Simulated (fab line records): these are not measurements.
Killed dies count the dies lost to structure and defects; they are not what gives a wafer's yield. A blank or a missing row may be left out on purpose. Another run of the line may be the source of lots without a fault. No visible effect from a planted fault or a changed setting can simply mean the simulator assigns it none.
What tool caused it? ; flow berkeleyCmos170 ; Sampling: 14 lots, 42 wafers, 2 of 331 route steps

## WHAT THE GAUGES READ, wafer by wafer
UCB170_V1_BOW_MEAS_03. Usual: V1_BOW gives 18 um (standard deviation 7.1).
lot;measured;on;V1_BOW (um);flag
L680;day 8 22:41;filmMetro-04;21 10 15;
L681;day 8 22:41;filmMetro-02;12 8 26;
L683;day 8 22:59;filmMetro-04;5 14 1;
L685;day 10 08:29;filmMetro-04;25 9 25;
L687;day 10 09:47;filmMetro-03;25 25 15;
L686;day 10 10:05;filmMetro-02;12 25 21;
L692;day 10 17:28;filmMetro-04;9 9 16;
L691;day 10 18:49;filmMetro-03;27 30 18;
L693;day 11 10:35;filmMetro-04;11 20 10;
L698;day 12 16:15;filmMetro-04;20 1 8;
L696;day 12 17:36;filmMetro-03;21 15 6;
L699;day 12 23:32;filmMetro-02;29 27 16;
L701;day 13 02:13;filmMetro-03;26 36 16;
L703;day 13 17:21;filmMetro-02;20 17 14;

UCB170_V1_THK_MEAS_04. Usual: V1_POLISHED_THK gives 1000.1 nm (standard deviation 1.2).
lot;measured;on;V1_POLISHED_THK (nm);flag
L680;day 8 22:49;filmMetro-04;1001.5 1000.4 1002.7;
L681;day 8 22:49;filmMetro-02;1000.6 998.4 1001.5;
L683;day 8 23:07;filmMetro-04;1000.7 998.7 999.4;
L685;day 10 08:35;filmMetro-04;1000.5 999.7 998.2;
L687;day 10 09:55;filmMetro-03;1000.9 1002.8 1001.1;
L686;day 10 10:13;filmMetro-02;999.7 1000.5 999.1;
L692;day 10 17:35;filmMetro-04;1001.5 1000.6 998.9;
L691;day 10 18:56;filmMetro-03;1000.9 1002.0 1000.4;
L693;day 11 10:42;filmMetro-04;999.8 999.3 999.2;
L698;day 12 16:22;filmMetro-04;1001.0 1000.8 1000.5;
L696;day 12 17:43;filmMetro-03;999.5 999.6 999.6;
L699;day 12 23:40;filmMetro-02;1001.8 1001.3 999.1;
L701;day 13 02:20;filmMetro-03;999.4 999.7 998.5;
L703;day 13 17:27;filmMetro-02;999.9 1000.4 1001.3;

## WHAT TOOL EACH LOT RAN ON (gives the tool, then ch and the chambers of the sampled wafers, and finally the start)
The record holds no process step before these readings.

## AS READ BY THE TOOLS THEMSELVES (means over the sampled wafers that have a number; for cases with no such wafer, the mark the record gives instead)
The record holds no such reading with a usual standard deviation.

## THE ANSWER, worked out from the rows above alone
Rule: lot off if the mean of its wafers having a number is beyond 3 standard deviations from the usual mean. Also off: a lot with no number at a reading for which 4 or more lots have one. Where the step has rows for the other lots, those lots are counted as sound. Order of review: gauges by route order, followed by the tools' own readings, for which a lot's mean as printed above is used. At the first step where some lot is off, the reading lying furthest off is the one used; lots without a number count as furthest.
No lot is off on any of the readings shown, so nothing can be concluded from this.

## WHAT THE SIMULATOR HAD PUT IN
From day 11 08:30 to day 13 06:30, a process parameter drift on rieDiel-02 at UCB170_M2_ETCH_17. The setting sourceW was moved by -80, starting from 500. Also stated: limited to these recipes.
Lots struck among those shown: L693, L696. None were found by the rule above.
